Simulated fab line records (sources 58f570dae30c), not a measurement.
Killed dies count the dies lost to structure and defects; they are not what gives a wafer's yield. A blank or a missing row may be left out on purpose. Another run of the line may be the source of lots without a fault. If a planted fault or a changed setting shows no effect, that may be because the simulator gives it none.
One fault seen from 2 desks + flow berkeley_cmos170 + each desk holds nothing but its own numbers, with what lay behind them at the end

## THE METROLOGY DESK
What the gauges read for every lot (on any tool): the sampled wafers with a number, averaged. If a lot's mean is further than 4 standard deviations from the usual mean, the lot is out of limits and carries the mark OUT (the distance appears in the brackets).
Columns: A = cd_nm at UCB170_GATE_CD_MEAS_90, usual 349.9 nm
| lot  | first seen here | A     |
|------|-----------------|-------|
| L407 | day 6 08:38     | 350.5 |
| L406 | day 6 08:56     | 348.9 |
| L409 | day 6 16:48     | 351.5 |
| L408 | day 6 17:04     | 351.9 |
| L418 | day 9 00:06     | 349.3 |
| L419 | day 9 06:54     | 347.9 |
| L422 | day 9 15:35     | 348.7 |
| L421 | day 9 15:46     | 351.9 |
| L424 | day 10 04:47    | 349.7 |
| L425 | day 10 16:05    | 348.4 |
| L426 | day 10 18:14    | 349.4 |
| L428 | day 10 22:50    | 350.9 |
| L429 | day 11 13:15    | 349.1 |
Result from this desk: across the 13 lots, nothing is out of limits.

## FOR THE TOOL OWNER'S DESK: rie_diel-01
The tool's own readings at UCB170_GATE_ETCH_14 (etches BARC in N2/H2): means of the sampled wafers that have a number, for each lot that ran on this tool. If a lot's mean is further than 4 standard deviations from the usual mean, the lot is out of limits and carries the mark OUT (the distance appears in the brackets).
Columns: A = bias_w at UCB170_GATE_ETCH_14, usual 99.99 W; B = drypump_motor_current_A at UCB170_GATE_ETCH_14, usual 5.7 A; C = oes_product_au at UCB170_GATE_ETCH_14, usual 0.999 a.u.; D = throttle_valve_pct at UCB170_GATE_ETCH_14, usual 13.13 %
| lot  | first seen here | A      | B   | C                | D     |
|------|-----------------|--------|-----|------------------|-------|
| L406 | day 6 08:42     | 100.03 | 6.2 | 1.009            | 13.12 |
| L418 | day 8 23:53     | 100.15 | 6.2 | 0.994            | 13.10 |
| L419 | day 9 06:41     | 100.07 | 6.0 | 1.123 (+5.9) OUT | 13.19 |
This desk finds L419 out of limits, L419 being first, at day 9 06:41 (oes_product_au at UCB170_GATE_ETCH_14). Within limits: L406, L418.

## BROUGHT TOGETHER
The tool owner's desk had the chance to raise an alarm at day 9 06:41 on L419.
From the metrology desk's view, nothing was out of limits.
The metrology desk has L419 on record, within its limits.
Every lot named ran UCB170_GATE_ETCH_14 on rie_diel-01.

## WHAT THE SIMULATOR PUT IN
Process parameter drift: rie_diel-01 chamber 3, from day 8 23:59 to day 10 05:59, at UCB170_GATE_ETCH_14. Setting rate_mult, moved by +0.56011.
Struck lots among those shown: L419.
How many hours passed from the start of the fault until each desk's first out-of-limits reading: the tool owner's desk, 7.
